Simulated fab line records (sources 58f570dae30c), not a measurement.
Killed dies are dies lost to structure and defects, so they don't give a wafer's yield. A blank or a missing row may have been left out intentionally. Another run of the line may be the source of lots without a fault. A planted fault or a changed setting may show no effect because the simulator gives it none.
Which tool is to blame? ; flow berkeleyCmos170 ; Sampling: 6 lots, 18 wafers, 3 of 331 route steps

## WHAT THE GAUGES READ, wafer by wafer
UCB170_M2_RS_MEAS_02: measures by four-point-probe.
lot;measured;on;M2_AL_RS (ohm/sq)
L620;day 8 06:49;filmMetro-01;0.0319 0.0321 0.0319
L623;day 9 04:07;filmMetro-04;0.0319 0.0324 0.0320
L626;day 9 10:17;filmMetro-03;0.0326 0.0326 0.0326
L629;day 10 13:55;filmMetro-04;0.0322 0.0326 0.0325
L632;day 10 19:36;filmMetro-01;0.0322 0.0320 0.0318
L633;day 11 00:39;filmMetro-01;0.0328 0.0329 0.0325

## WHICH TOOL RAN EACH LOT (tool, then ch and the chambers of the sampled wafers, then the start)
lot;UCB170_CONTACT_STRIP_06;UCB170_M2_SPUTTER_01
L620;plasmaAsher-04 ch 0,1, day 7 17:38;pvdSputter-01, day 8 06:44
L623;plasmaAsher-02 ch 0,1, day 8 17:20;pvdSputter-02, day 9 04:00
L626;plasmaAsher-04 ch 0,1, day 8 23:19;pvdSputter-04, day 9 10:11
L629;plasmaAsher-02 ch 1, day 10 03:40;pvdSputter-04, day 10 13:50
L632;plasmaAsher-04 ch 0,1, day 10 08:22;pvdSputter-01, day 10 19:31
L633;plasmaAsher-04 ch 0,1, day 10 13:36;pvdSputter-04, day 11 00:34
- UCB170_CONTACT_STRIP_06: strips in O2.
- UCB170_M2_SPUTTER_01: material Al, target thk 900 nm, time 120 s.

## THE ANSWER, worked out from the rows above alone
Rule: the lots themselves supply what counts as usual. The widest of any qualifying gaps counts: lots, ordered by their means at a reading, are off when they make up no more than a third of the lots, leave a main group of 4 or more, and stand apart from it by 3 or more times the standard deviation of that group's means. Not used: any main group whose means are identical at the precision the tables above print for the reading. Also off: a lot with no number at a reading for which 4 or more lots have one. Any other lot the step has rows for is counted as sound.
None of the lots is off at any reading shown; this tells nothing.

## WHAT WAS PUT IN BY THE SIMULATOR
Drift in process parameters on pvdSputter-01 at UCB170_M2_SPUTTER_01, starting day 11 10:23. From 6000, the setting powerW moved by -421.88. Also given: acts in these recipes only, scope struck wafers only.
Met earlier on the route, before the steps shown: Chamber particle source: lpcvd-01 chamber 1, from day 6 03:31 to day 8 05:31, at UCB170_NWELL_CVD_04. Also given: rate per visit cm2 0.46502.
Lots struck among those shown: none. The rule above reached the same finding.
